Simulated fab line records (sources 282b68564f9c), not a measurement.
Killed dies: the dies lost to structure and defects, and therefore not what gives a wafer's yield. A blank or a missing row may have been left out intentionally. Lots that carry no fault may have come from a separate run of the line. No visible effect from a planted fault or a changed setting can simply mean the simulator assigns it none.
Code-filled problem report in 8D (eight disciplines) form + flow rit-cmos + the parts of the form that need people (team, actions taken, sign-off) are left out

## 1. WHAT WENT WRONG
Mean of beam-energy-keV at RIT_NLDD_IMPLANT_08: 19.654 across 6 wafers in 2 lots; on wafers with no fault it is 20.001 (standard deviation 0.0056). That is -62 standard deviations from the usual mean.
First observed at day 7 10:56: wafer L689.3, on implanter-01. The record holds 42 wafers of 14 lots with a number at this step. The rule behind "out" and "out of limits": a value lying over 4 standard deviations away from the usual mean. Any other wafer with a number is counted as sound.

## 2. WHAT IT IS, WHAT IT ISN'T
| question                    | is                     | is not                                                                 |
|-----------------------------|------------------------|------------------------------------------------------------------------|
| which readings at this step | beam-energy-keV        | -                                                                      |
| which lots                  | L689, L690             | L668, L669, L670, L673, L674, L675, L677, L679, L680, L682, L683, L691 |
| which wafers of those lots  | all that have a number | -                                                                      |
| read on which tools         | implanter-01           | implanter-02, implanter-04                                             |
| when                        | from day 7 10:56       | up to then (33 sound wafers); but 3 sound wafers of L691 came after    |

## 3. THE SUSPECTS, EACH WITH WHAT RULES IT OUT
Counting: a tool at any process step up to the reading remains a suspect when it ran all the lots that are out and ran no sound lot after the first of those.
- implanter-01 at RIT_NLDD_IMPLANT_08: kept. It processed each lot that is out, first L689 at day 7 10:56, and no sound lot thereafter; up to then, the last sound lot it processed was L669 at day 3 00:44. On those wafers its own readings are out: beam-energy-keV.
The count leaves implanter-01 at RIT_NLDD_IMPLANT_08.

## 4. THE CAUSE (what the simulator had put in)
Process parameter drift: implanter-01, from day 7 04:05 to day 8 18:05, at RIT_NLDD_IMPLANT_08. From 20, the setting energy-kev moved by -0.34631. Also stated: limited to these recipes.
Only this tool survived the counting.

## 5. THE EFFECT CHAIN, in route order
Each row: a reading whose mean over the struck wafers that have a number lies more than 3 standard deviations from the usual. Readings are gone through only where the record gives a usual standard deviation; hours: the median, over the lots, of the time from a lot's start at the first step in this table giving one to that lot's start at this step; sigmas: the change measured in usual standard deviations.
| hours | step                | reading         | usual  | on struck wafers | change | sigmas |
|-------|---------------------|-----------------|--------|------------------|--------|--------|
| 0     | RIT_NLDD_IMPLANT_08 | beam-energy-keV | 20.001 | 19.654           | -0.347 | -62    |
Here are the process steps it includes:
- RIT_NLDD_IMPLANT_08
Later steps that measure or inspect, where all struck wafers having a row at the step show a number for every such reading and not one has moved that far: RIT_NLDD_TW_MEAS_10.

## 6. WHAT WOULD HAVE CAUGHT IT SOONER
In this record the first reading out of limits was taken at day 7 10:56, 7 hours after the fault began at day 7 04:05.
